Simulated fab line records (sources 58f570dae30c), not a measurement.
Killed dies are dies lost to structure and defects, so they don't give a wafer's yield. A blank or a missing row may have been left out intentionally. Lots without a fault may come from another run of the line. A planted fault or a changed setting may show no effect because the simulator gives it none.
Problem report, 8D (eight disciplines) form, completed by code || flow berkeley cmos170 || the parts of the form that need people (team, actions taken, sign-off) are left out

1. WHAT WENT WRONG
dose ions cm2 at UCB170_PFIELD_IMPLANT_07 reads a mean of 2.0370e+13 on 6 wafers of 2 lots; wafers without a fault read 1.9999e+13 with a standard deviation of 2.3e+10. That puts it +16 standard deviations away from the usual mean.
First observed at day 8 07:56: wafer L385.2, on implanter-04. The record holds 42 wafers of 14 lots with a number at this step. By rule, "out" or "out of limits" means more than 4 standard deviations away from the usual mean. All remaining wafers that have a number are taken as sound.

2. WHAT IT IS, AND WHAT IT ISN'T
{"question": "which readings at this step", "is": "dose ions cm2", "is not": "-"}
{"question": "which lots", "is": "L385, L388", "is not": "L369, L370, L371, L372, L373, L375, L376, L377, L378, L379, L384, L391"}
{"question": "which wafers of those lots", "is": "all that have a number", "is not": "-"}
{"question": "read on which tools", "is": "implanter-04", "is not": "implanter-01, implanter-03"}
{"question": "when", "is": "from day 8 07:56", "is not": "up to then (30 sound wafers); but 6 sound wafers of L384, L391 came after"}

3. THE SUSPECTS, EACH WITH WHAT RULES IT OUT
Counting: a tool at any process step up to the reading remains a suspect when it ran all the lots that are out and ran no sound lot after the first of those.
- implanter-04 at UCB170_PFIELD_IMPLANT_07: kept. It processed each lot that is out, first L385 at day 8 07:56, and no sound lot thereafter; up to then, the last sound lot it processed was L379 at day 7 05:58. Its own dose ions cm2 readings are out on those wafers.
Remaining after the count: implanter-04 at UCB170_PFIELD_IMPLANT_07.

4. THE CAUSE (what the simulator had put in)
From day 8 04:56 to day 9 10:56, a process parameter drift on implanter-04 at UCB170_PFIELD_IMPLANT_07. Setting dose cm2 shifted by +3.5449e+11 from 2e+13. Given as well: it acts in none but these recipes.
Counting left only this tool.

5. THE CHAIN OF EFFECTS, in route order
Rows list readings where the struck wafers' mean (over those with a number) sits beyond 3 standard deviations from the usual. Only readings whose record carries a usual standard deviation are examined. hours: median over the lots of the time between each lot's start at the first step of this table that gives one and its start at this step. sigmas: the change, counted in usual standard deviations.
{"hours": 0, "step": "UCB170_PFIELD_IMPLANT_07", "reading": "dose ions cm2", "usual": 1.9999e+13, "on struck wafers": 2.0370e+13, "change": "+3.7150e+11", "sigmas": "+16"}
The process steps in it:
- UCB170_PFIELD_IMPLANT_07
Later measuring or inspecting steps at which every struck wafer that the step has a row for has a number for every such reading, and none has moved that far: UCB170_M1_CD_MEAS_90, UCB170_V2_CD_MEAS_90.

6. HOW IT WOULD HAVE BEEN CAUGHT EARLIER
In this record no reading fell out of limits until day 8 07:56, 3 hours after the fault had begun at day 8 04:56.
